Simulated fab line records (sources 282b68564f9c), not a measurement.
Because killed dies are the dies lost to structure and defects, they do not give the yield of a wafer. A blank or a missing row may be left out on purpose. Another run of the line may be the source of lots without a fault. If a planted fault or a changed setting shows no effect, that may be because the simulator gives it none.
A struck lot beside a sound one || flow rit-cmos || 45 steps out of a route of 202
Sound: the wafers L451.1, L451.2, L451.3. The struck wafers were L457.3, L457.5, L457.6. The cause is named last.
Order at every step that has rows: each side's tool, ch and its chambers, its first start. Under that, the readings that differ: sound wafers || struck wafers || difference of the means || sigmas: that difference in standard deviations of wafers without a fault.
alike: readings whose means differ by less than 2 such deviations, and words and numbers that are the same on both sides. not compared: withheld readings, readings that some wafer has no value for, bounds like >300 that may hide the same value, and numbers for which the record gives no deviation and whose values overlap.
Wherever a step has rows on one side only, a row that says differs or no value, or a row with sigmas, the two part there. Numbers that have no deviation but don't overlap get no sigmas and don't part them. A reading that every wafer of one side lacks parts them only if that side has two wafers or more.

first, 5 steps without rows for these wafers: RIT_ACTIVE_COAT_06 (resist thk 1000 nm); RIT_ACTIVE_SOFTBAKE_07 (time 60 s); RIT_ACTIVE_EXPOSE_08 (exposes mask M1, target cd 1400 nm); RIT_ACTIVE_PEB_09; RIT_ACTIVE_DEVELOP_10 (develop time 50 s).
RIT_ACTIVE_CD_MEAS_11: the cd target is 1400 nm.
  sound: cd-sem-01 at day 2 10:29; struck: cd-sem-02 at day 3 17:49
  alike: cd-nm
then, 1 step without rows for these wafers: RIT_ACTIVE_HARDBAKE_12 (time 60 s).
RIT_ACTIVE_ETCH_13: etches Si3N4 in SF6, stops on SiO2, time 210 s, target depth 210 nm.
  sound on rie-diel-04 ch 0,1,3, day 2 10:46; struck on rie-diel-02 ch 1,2, day 3 18:03
  alike: drypump-motor-current-A, oes-product-au, throttle-valve-pct
  not compared: rf-hours-counter-h
RIT_ACTIVE_STRIP_14: strips in O2, time 180 s.
  sound on plasma-asher-01 ch 0,1, day 2 10:54; struck on plasma-asher-03 ch 0,1, day 3 18:14
  alike: drypump-motor-current-A, o2-flow-sccm
  not compared: rf-hours-counter-h
RIT_ACTIVE_CD_MEAS_90: the cd target is 1400 nm.
  sound: cd-sem-02 at day 2 11:04; struck: cd-sem-02 at day 3 18:24
  alike: cd-nm
then, 2 steps without rows for these wafers: RIT_ACTIVE_CLEAN_15 (cleans in SC1, time 600 s); RIT_ACTIVE_CLEAN_16 (cleans in dHF, time 30 s).
RIT_ACTIVE_CLEAN_17: cleans in SC2, time 600 s.
  sound on wet-bench-03 ch 2, day 2 11:24; struck on wet-bench-03 ch 0, day 3 18:41
then, 1 step without rows for these wafers: RIT_FOX1_OXIDATION_00 (target thk 350.7 nm, ox time 1130 s).
RIT_FOX1_THK_MEAS_01:
  sound: film-metro-02 at day 2 12:54; struck: film-metro-02 at day 3 20:23
  alike: FOX1_OXIDE_THK
then, 2 steps without rows for these wafers: RIT_FOX1_WET_ETCH_02 (etches SiO2 in BOE, target depth 350 nm, time 390 s); RIT_FOX2_OXIDATION_00 (target thk 350.7 nm, ox time 1130 s).
RIT_FOX2_THK_MEAS_01:
  sound: film-metro-03 at day 2 14:52; struck: film-metro-04 at day 3 21:53
  alike: FOX2_OXIDE_THK
then, 2 steps without rows for these wafers: RIT_FOX2_CLEAN_02 (cleans in dHF, time 180 s); RIT_FOX2_WET_ETCH_03 (etches Si3N4 in H3PO4, target depth 195 nm, time 2700 s).
RIT_FOX2_THK_MEAS_90:
  sound: film-metro-04 at day 2 15:45; struck: film-metro-01 at day 3 22:46
  alike: FIELD_OXIDE_LEFT_1_THK
then, 6 steps without rows for these wafers: RIT_NWELL_HMDS_00 (prime time 62.11 s); RIT_NWELL_COAT_01 (resist thk 1300 nm); RIT_NWELL_SOFTBAKE_02 (time 60 s); RIT_NWELL_EXPOSE_03 (exposes mask M2, target cd 43900 nm); RIT_NWELL_PEB_04; RIT_NWELL_DEVELOP_05 (develop time 68 s).
RIT_NWELL_OVL_MEAS_06:
  sound: overlay-02 at day 2 17:03; struck: overlay-01 at day 3 23:52
{"reading": "NWELL_OVL (nm)", "sound": "-0.8 0.6 2.8", "struck": "-4.3 -1.2 -1.7", "difference": -3.3, "sigmas": -2}
then, 2 steps without rows for these wafers: RIT_NWELL_HARDBAKE_07 (time 120 s); RIT_NWELL_IMPLANT_08.
RIT_NWELL_STRIP_09: strips in O2, time 180 s.
  sound on plasma-asher-01 ch 0,1, day 2 17:29; struck on plasma-asher-04 ch 0,1, day 4 00:20
  alike: drypump-motor-current-A, o2-flow-sccm
  not compared: rf-hours-counter-h
RIT_NWELL_TW_MEAS_10:
  sound: film-metro-02 at day 2 17:40; struck: film-metro-02 at day 4 00:29
  alike: NWELL_TW
then, 2 steps without rows for these wafers: RIT_PWELL_HMDS_00 (prime time 60 s); RIT_PWELL_COAT_01 (resist thk 1300 nm).
RIT_PWELL_SOFTBAKE_02: time 61.31 s.
  sound on litho-track-02 ch 0, day 2 18:01; struck on litho-track-03 ch 0, day 4 00:52
  alike: exhaust-pa, plate-sensor-t-centre-C, plate-sensor-t-edge-C
then, 3 steps without rows for these wafers: RIT_PWELL_EXPOSE_03 (exposes mask M3, target cd 43700 nm); RIT_PWELL_PEB_04; RIT_PWELL_DEVELOP_05 (develop time 68 s).
RIT_PWELL_OVL_MEAS_06:
  sound: overlay-02 at day 2 18:43; struck: overlay-02 at day 4 01:32
  alike: PWELL_OVL
then, 2 steps without rows for these wafers: RIT_PWELL_HARDBAKE_07 (time 120 s); RIT_PWELL_IMPLANT_08.
RIT_PWELL_STRIP_09: strips in O2, time 180 s.
  sound on plasma-asher-04 ch 0,1, day 2 19:10; struck on plasma-asher-02 ch 0,1, day 4 02:01
  alike: drypump-motor-current-A, o2-flow-sccm
  not compared: rf-hours-counter-h
RIT_M1_DEVELOP_08: develop time 70.4 s.
  sound on litho-track-02 ch 0; struck on litho-track-04 ch 0
{"reading": "model.M1.cd-nm (nm)", "sound": "2601 2601 2598", "struck": "2626 2625 2625", "difference": "+25", "sigmas": ""}
  alike: exhaust-pa
RIT_M1_METAL_ETCH_12: etches Al in Cl2/BCl3, stops on SiO2, time 165 s, target depth 600 nm.
  sound on rie-metal-04 ch 0,1, day 4 02:53; struck on rie-metal-04 ch 0,1, day 5 12:32
{"reading": "he-backside-leak-sccm (sccm)", "sound": "3.65 3.12 3.12", "struck": "3.51 4.91 3.59", "difference": "+0.71", "sigmas": "+2"}
{"reading": "model.M1.cd-nm (nm)", "sound": "2596 2604 2601", "struck": "2623 2626 2622", "difference": "+23", "sigmas": ""}
  alike: drypump-motor-current-A, oes-product-au, throttle-valve-pct
  not compared: rf-hours-counter-h
RIT_M1_PROBE_99:
  sound: prober-02 at day 4 05:08; struck: prober-02 at day 5 15:05
{"reading": "model.etest.m1.width-nm (nm)", "sound": "2593 2597 2605", "struck": "2619 2629 2616", "difference": "+23", "sigmas": ""}
{"reading": "model.etest.pmos_0p15.gate-log10-a-cm2", "sound": "-6.552 -6.191 -6.548", "struck": "-0.7995 -0.8542 -1.033", "difference": "+5.5348", "sigmas": ""}
{"reading": "model.etest.nmos_0p15.gate-log10-a-cm2", "sound": "-5.613 -5.182 -5.321", "struck": "-0.3105 -0.516 -0.3656", "difference": "+4.9746", "sigmas": ""}
{"reading": "model.etest.gate-to-diffusion-comb.leak-log10-a-um", "sound": "-12.54 -12.08 -12.29", "struck": "-7.322 -7.515 -7.336", "difference": "+4.912", "sigmas": ""}
{"reading": "model.etest.nmos-narrow.off-log10-a-um", "sound": "-13.26 -13.13 -13.18", "struck": "-10.91 -10.65 -11.15", "difference": "+2.29", "sigmas": ""}
{"reading": "model.etest.gate-end-array.leak-log10-a-um", "sound": "-12.63 -12.89 -12.8", "struck": "-10.37 -10.68 -10.94", "difference": "+2.11", "sigmas": ""}
{"reading": "model.etest.nmos_0p3.off-log10-a-um", "sound": "-12.86 -13.04 -13.04", "struck": "-10.56 -10.91 -11.04", "difference": "+2.14", "sigmas": ""}
{"reading": "model.etest.pmos-narrow.off-log10-a-um", "sound": "-12.64 -12.53 -12.62", "struck": "-10.56 -10.57 -10.78", "difference": "+1.96", "sigmas": ""}
  alike: killed-at-front-end, killed-dies, killed-on-rim, killed-open, killed-short

## WHERE THEY PART
Last at RIT_M1_METAL_ETCH_12 as far as this record goes, first at RIT_NWELL_OVL_MEAS_06. Later steps at which nothing parts them and some readings are alike: RIT_M1_PROBE_99.

WHY: what had been put in by the simulator
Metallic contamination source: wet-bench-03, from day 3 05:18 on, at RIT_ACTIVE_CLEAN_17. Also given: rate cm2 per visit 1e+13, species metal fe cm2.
